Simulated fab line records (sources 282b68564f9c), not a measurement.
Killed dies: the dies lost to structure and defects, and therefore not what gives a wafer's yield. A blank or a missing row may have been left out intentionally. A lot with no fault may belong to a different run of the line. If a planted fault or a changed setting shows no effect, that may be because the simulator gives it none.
A lot that was struck, set against a sound lot / flow rit cmos / 15 out of 202 route steps
Sound: the wafers L960.1, L960.4, L960.5. Struck: wafers L977.2, L977.4, L977.6. Last of all comes the cause.
Order at every step that has rows: each side's tool, ch and its chambers, its first start. Under that, the readings that differ: sound wafers / struck wafers / difference of the means / sigmas: that difference in standard deviations of wafers without a fault.
alike: words and numbers the same on both sides, and readings whose means are apart by under 2 such deviations; not compared: readings that were withheld, readings missing a value for some wafer, numbers with overlapping values and no deviation given by the record, and bounds like >300 which may hide the same value.
A row with sigmas, a row that says differs or no value, or rows on one side alone: a step with any of these is where the two part. Numbers that don't overlap but have no deviation are shown without sigmas and don't part them. A reading missing from all wafers of one side parts the sides only when that side holds two or more wafers.

RIT_CONTACT_STRIP_12: strips in O2, time 180 s.
  sound on plasma asher-02 ch 0,1, day 3 11:08; struck on plasma asher-04 ch 1, day 7 10:55
  alike: drypump motor current A
  not compared: rf hours counter h
RIT_CONTACT_CD_MEAS_90: target cd 1000 nm.
  sound on cd sem-02, day 3 11:19; struck on cd sem-01, day 7 11:07
  alike: cd nm
then, 2 steps without rows for these wafers: RIT_CONTACT_CLEAN_13 (cleans in SC1, time 600 s); RIT_CONTACT_CLEAN_14 (cleans in SC2, time 600 s).
RIT_M1_SPUTTER_00: material Al, target thk 400 nm, time 500 s.
  sound on pvd sputter-01, day 3 11:47; struck on pvd sputter-01, day 7 11:36
  alike: throttle valve pct
RIT_M1_RS_MEAS_01: measures by four-point-probe.
  sound on film metro-02, day 3 12:04; struck on film metro-01, day 7 11:55
  alike: M1_AL_RS
RIT_M1_THK_MEAS_02: measures by xrf.
  sound on film metro-02, day 3 12:11; struck on film metro-01, day 7 12:01
  alike: M1_AL_THK
then, 5 steps without rows for these wafers: RIT_M1_HMDS_03 (prime time 60 s); RIT_M1_COAT_04 (resist thk 1300 nm); RIT_M1_SOFTBAKE_05 (time 60 s); RIT_M1_EXPOSE_06 (exposes mask M12, target cd 2600 nm); RIT_M1_PEB_07.
RIT_M1_DEVELOP_08: develop time 68 s.
  sound on litho track-04 ch 0, day 3 12:00; struck on litho track-04 ch 0, day 7 12:00
reading=chill plate temp C (C); sound=22.98 22.75 23.01; struck=23.10 23.21 23.30; difference=+0.29; sigmas=+3
reading=developer temp C (C); sound=23.11 23.13 22.89; struck=22.43 22.48 22.39; difference=-0.61; sigmas=-6
RIT_M1_CD_MEAS_09: target cd 2600 nm.
  sound on cd sem-02, day 3 13:08; struck on cd sem-01, day 7 12:58
  alike: cd nm
RIT_M1_PROBE_99:
  sound on prober-02, day 3 15:49; struck on prober-01, day 7 17:40
  alike: defect limited yield, killed at contacts, killed at front end, killed dies, killed open, killed short, sort_bin_3_pad_short, sort_bin_5_function, sort_bin_6_memory, sort n pass, sort yield pct

WHERE THEY PART
Only at RIT_M1_DEVELOP_08, within this record. Later steps at which nothing parts them and some readings are alike: RIT_M1_CD_MEAS_09, RIT_M1_PROBE_99.

WHY: whatever the simulator had introduced
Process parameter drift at RIT_M1_DEVELOP_08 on litho track-04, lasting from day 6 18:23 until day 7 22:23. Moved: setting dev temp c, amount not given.
